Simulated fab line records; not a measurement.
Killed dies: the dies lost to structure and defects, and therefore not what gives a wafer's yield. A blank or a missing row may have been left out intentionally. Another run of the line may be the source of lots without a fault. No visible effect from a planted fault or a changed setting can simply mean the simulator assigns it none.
8D (eight disciplines) problem report, filled in by code | flow rit-cmos | the parts of the form that need people (team, actions taken, sign-off) are left out

== 1. THE ISSUE ==
Wafers without a fault read 34.56 W, standard deviation 0.049; heater-power-total-W at RIT_CONTACT_SOFTBAKE_04 reads a mean of 36.87 W on 6 wafers belonging to 2 lots. That is +47 standard deviations from the usual mean.
The step: time 60 s.
First observed at day 5 01:27: wafer L801.1, on litho-track-04. The record holds 33 wafers of 11 lots with a number at this step. Rule for "out", or "out of limits": more than 4 standard deviations from the usual mean. The rest of the wafers with a number are treated as sound.

== 2. WHAT IT IS, AND WHAT IT ISN'T ==
question                    | is                                 | is not
which readings at this step | heater-power-total-W, run-length-s | -
which lots                  | L801, L802                         | L793, L794, L808, L809, L810, L812, L814, L815, L816
which wafers of those lots  | all that have a number             | -
read on which tools         | litho-track-04                     | litho-track-02, litho-track-03
when                        | from day 5 01:27                   | up to then (6 sound wafers); but 21 sound wafers of L808, L809, L810, L812, L814, L815, L816 came after

== 3. WHAT RULES OUT EACH SUSPECT ==
Counting: any tool at a process step up to the reading is kept as a suspect provided that every lot that is out went through it and no sound lot did after the first of them.
- litho-track-04 at RIT_CONTACT_SOFTBAKE_04 (time 60 s): kept. It ran every lot that is out, first L801 (day 5 01:27), and no sound lot after that; its last sound lot up to then is L793 (day 3 15:56). Its own readings are out on those wafers: heater-power-total-W, run-length-s.
Remaining after the count: litho-track-04 at RIT_CONTACT_SOFTBAKE_04.

== 4. THE CAUSE (what the simulator had put in) ==
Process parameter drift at RIT_CONTACT_SOFTBAKE_04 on litho-track-04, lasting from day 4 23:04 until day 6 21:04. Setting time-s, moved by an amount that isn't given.
The count eliminated every tool but this one.

== 5. SEQUENCE OF EFFECTS, ordered by route ==
Rows list readings where the struck wafers' mean (over those with a number) sits beyond 3 standard deviations from the usual. Scope: only readings with a usual standard deviation given in the record; hours: median across lots of the time from each lot's start at the first step in this table that gives one to its start at this step; sigmas: change in usual standard deviations.
hours | step                    | reading              | usual   | on struck wafers | change | sigmas
0     | RIT_CONTACT_SOFTBAKE_04 | heater-power-total-W | 34.56 W | 36.87            | +2.31  | +47
0     | RIT_CONTACT_SOFTBAKE_04 | run-length-s         | 89.18 s | 77.35            | -11.83 | -41
Process steps it contains:
- RIT_CONTACT_SOFTBAKE_04: time 60 s.

== 6. WHAT WOULD HAVE CAUGHT IT SOONER ==
The fault began at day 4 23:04; the first out-of-limits reading in this record came at day 5 01:27, 2 hours later.
